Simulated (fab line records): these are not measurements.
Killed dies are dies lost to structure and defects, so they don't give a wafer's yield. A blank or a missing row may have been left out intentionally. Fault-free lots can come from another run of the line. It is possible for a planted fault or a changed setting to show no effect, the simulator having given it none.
The tool behind it: which one?    flow berkeley-cmos170    42 wafers from 14 lots sampled at 5 of the route's 331 steps

## WHAT EACH GAUGE READ, for each wafer
UCB170_SDANNEAL_RS_MEAS_02: uses a four-point probe to measure.
lot   measured      on             PSD_RS (ohm/sq)
L166  day 7 15:29   film-metro-03  76.3 75.8 75.8
L167  day 8 04:51   film-metro-03  75.5 75.9 75.7
L170  day 8 04:51   film-metro-02  76.1 75.9 76.4
L168  day 8 05:04   film-metro-01  75.6 76.1 75.8
L169  day 8 05:31   film-metro-03  75.9 76.2 76.3
L172  day 8 21:40   film-metro-03  75.6 75.7 75.5
L176  day 10 01:01  film-metro-03  75.4 75.3 75.5
L178  day 10 09:53  film-metro-03  76.1 76.0 75.9
L182  day 10 21:50  film-metro-01  75.9 76.6 76.2
L181  day 10 22:14  film-metro-03  75.7 75.9 76.0
L180  day 10 22:23  film-metro-02  75.1 75.5 75.5
L186  day 11 14:54  film-metro-03  75.5 75.6 75.2
L189  day 12 09:43  film-metro-01  75.8 76.1 75.8
L187  day 12 10:58  film-metro-03  76.2 76.5 76.5

UCB170_SDANNEAL_RS_MEAS_05: uses a four-point probe to measure.
lot   measured      on             NLDD_RS (ohm/sq)
L166  day 7 15:50   film-metro-03  615.7 616.0 615.7
L167  day 8 05:13   film-metro-03  612.8 616.2 614.9
L170  day 8 05:13   film-metro-02  615.3 615.2 615.9
L168  day 8 05:25   film-metro-01  617.8 616.2 618.2
L169  day 8 05:52   film-metro-03  614.8 615.4 614.4
L172  day 8 22:01   film-metro-03  616.3 616.8 617.6
L176  day 10 01:23  film-metro-03  616.6 615.3 613.7
L178  day 10 10:14  film-metro-03  617.2 614.5 614.7
L182  day 10 22:12  film-metro-01  617.5 615.5 618.1
L181  day 10 22:35  film-metro-03  616.3 615.6 617.0
L180  day 10 22:45  film-metro-02  614.8 615.4 616.2
L186  day 11 15:16  film-metro-03  613.6 613.7 612.9
L189  day 12 10:04  film-metro-01  614.3 617.5 614.3
L187  day 12 11:19  film-metro-03  616.5 614.5 616.0

UCB170_V2_THK_MEAS_01.
lot   measured      on             V2_TEOS_THK (nm)
L166  day 8 11:54   film-metro-01  1972 1976 1999
L167  day 8 23:45   film-metro-04  1987 1992 2016
L170  day 8 23:53   film-metro-01  1983 2000 2021
L168  day 8 23:16   film-metro-01  2058 2068 2049
L169  day 9 00:08   film-metro-01  2055 2109 2053
L172  day 9 11:39   film-metro-02  2049 2032 2056
L176  day 10 15:25  film-metro-04  2018 2178 2023
L178  day 11 08:26  film-metro-01  2022 2012 2184
L182  day 11 13:49  film-metro-04  1969 1989 1990
L181  day 11 17:19  film-metro-01  1950 2007 1996
L180  day 11 16:01  film-metro-02  1992 1994 2033
L186  day 12 08:29  film-metro-04  1992 1957 2015
L189  day 13 02:02  film-metro-04  1943 1967 1992
L187  day 13 04:08  film-metro-04  1986 1980 1942

## WHICH TOOL RAN EACH LOT (tool, then ch and the chambers of the sampled wafers, then the start)
lot   UCB170_V1_STRIP_15                    UCB170_V2_CVD_00
L166  plasma-asher-04 ch 0,1, day 8 08:20   pecvd-03 ch 0,2, day 8 11:45
L167  plasma-asher-04 ch 0,1, day 8 20:28   pecvd-03 ch 0,1, day 8 23:35
L170  plasma-asher-04 ch 0,1, day 8 20:44   pecvd-02 ch 0,1,2, day 8 23:43
L168  plasma-asher-04 ch 0,1, day 8 20:13   pecvd-01 ch 0,1, day 8 23:05
L169  plasma-asher-03 ch 0,1, day 8 21:07   pecvd-01 ch 1,2, day 8 23:57
L172  plasma-asher-03 ch 0,1, day 9 08:46   pecvd-01 ch 1,2, day 9 11:30
L176  plasma-asher-03 ch 0,1, day 10 12:07  pecvd-02 ch 0,1,2, day 10 15:18
L178  plasma-asher-02 ch 1, day 11 04:01    pecvd-02 ch 0,1,2, day 11 08:17
L182  plasma-asher-03 ch 0,1, day 11 09:16  pecvd-03 ch 1,2, day 11 13:39
L181  plasma-asher-04 ch 0,1, day 11 14:17  pecvd-03 ch 1,2, day 11 17:09
L180  plasma-asher-04 ch 0,1, day 11 12:50  pecvd-01 ch 1,2, day 11 15:51
L186  plasma-asher-04 ch 0,1, day 12 03:16  pecvd-03 ch 1,2, day 12 08:19
L189  plasma-asher-03 ch 0,1, day 12 20:10  pecvd-03 ch 0,1,2, day 13 01:52
L187  plasma-asher-02 ch 0,1, day 12 23:53  pecvd-03 ch 0,1,2, day 13 03:59
- UCB170_V1_STRIP_15: strips in O2.
- UCB170_V2_CVD_00: deposits SiO2 from TEOS/O2, target thk 2000 nm, time 250 s.

## WHAT THE TOOLS THEMSELVES READ (means of the sampled wafers that have a number; where no wafer has one, the mark that the record gives instead)
UCB170_V1_STRIP_15.
lot   tool             chamber-pressure-mTorr (mTorr)  drypump-motor-current-A (A)  oes-product-au (a.u.)  strip-time-to-endpoint-s (s)
L166  plasma-asher-04  3499                            5.9                          0.721                  15.24
L167  plasma-asher-04  3502                            6.0                          0.724                  15.29
L170  plasma-asher-04  3498                            5.8                          0.720                  15.46
L168  plasma-asher-04  3500                            5.9                          0.723                  15.32
L169  plasma-asher-03  3500                            5.6                          0.720                  15.41
L172  plasma-asher-03  3498                            5.6                          0.725                  15.37
L176  plasma-asher-03  3503                            5.6                          0.721                  15.39
L178  plasma-asher-02  3499                            5.7                          0.716                  15.27
L182  plasma-asher-03  3502                            5.6                          0.721                  15.26
L181  plasma-asher-04  3501                            5.9                          0.724                  15.26
L180  plasma-asher-04  3496                            6.0                          0.726                  15.41
L186  plasma-asher-04  3502                            5.7                          0.724                  15.28
L189  plasma-asher-03  3498                            5.6                          0.723                  15.43
L187  plasma-asher-02  3498                            5.4                          0.724                  15.37

UCB170_V2_CVD_00.
lot   tool      heater-power-w (W)  run-length-s (s)
L166  pecvd-03  225                 277.3
L167  pecvd-03  230                 278.0
L170  pecvd-02  240                 277.6
L168  pecvd-01  248                 277.0
L169  pecvd-01  236                 277.4
L172  pecvd-01  241                 277.6
L176  pecvd-02  218                 285.5
L178  pecvd-02  253                 285.4
L182  pecvd-03  263                 277.1
L181  pecvd-03  261                 277.6
L180  pecvd-01  275                 277.4
L186  pecvd-03  247                 277.4
L189  pecvd-03  251                 277.7
L187  pecvd-03  282                 277.5

## THE ANSWER, worked out from the rows above alone
Rule: what is usual is taken from the lots themselves. The widest of any qualifying gaps counts: lots, ordered by their means at a reading, are off when they make up no more than a third of the lots, leave a main group of 4 or more, and stand apart from it by 3 or more times the standard deviation of that group's means. A main group whose means are all the same, to the digits that the tables above print for the reading, isn't used. Also off: a lot with no number at a reading for which 4 or more lots have one. The other lots that the step has rows for count as sound. The gauges are gone through in route order, then the tools' own readings, and for those a lot's mean is taken as printed above. At the first step where some lot is off, the reading lying furthest off is the one used; lots without a number count as furthest.
Off: L176, L178 (UCB170_V2_CVD_00, run-length-s). Main group: mean 277.5 s, sd 0.26.
A tool fits if, at that step or a process step before it, it ran every lot that is off, and no sound lot after the first of them. One candidate fits, namely pecvd-02 at UCB170_V2_CVD_00. Its last sound lot is L170 (day 8 23:43), its first lot that is off L176 (day 10 15:18): a fault that began between those two fits.
On the lots that are off, the tool's own readings at UCB170_V2_CVD_00 differ by more than 5 times the standard deviation of the sound lots' means, which bears it out; run-length-s reads 285.4 s there versus 277.5 s on the sound lots.

## WHAT THE SIMULATOR HAD INSERTED
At UCB170_V2_CVD_00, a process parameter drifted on pecvd-02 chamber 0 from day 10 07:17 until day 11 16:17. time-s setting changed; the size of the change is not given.
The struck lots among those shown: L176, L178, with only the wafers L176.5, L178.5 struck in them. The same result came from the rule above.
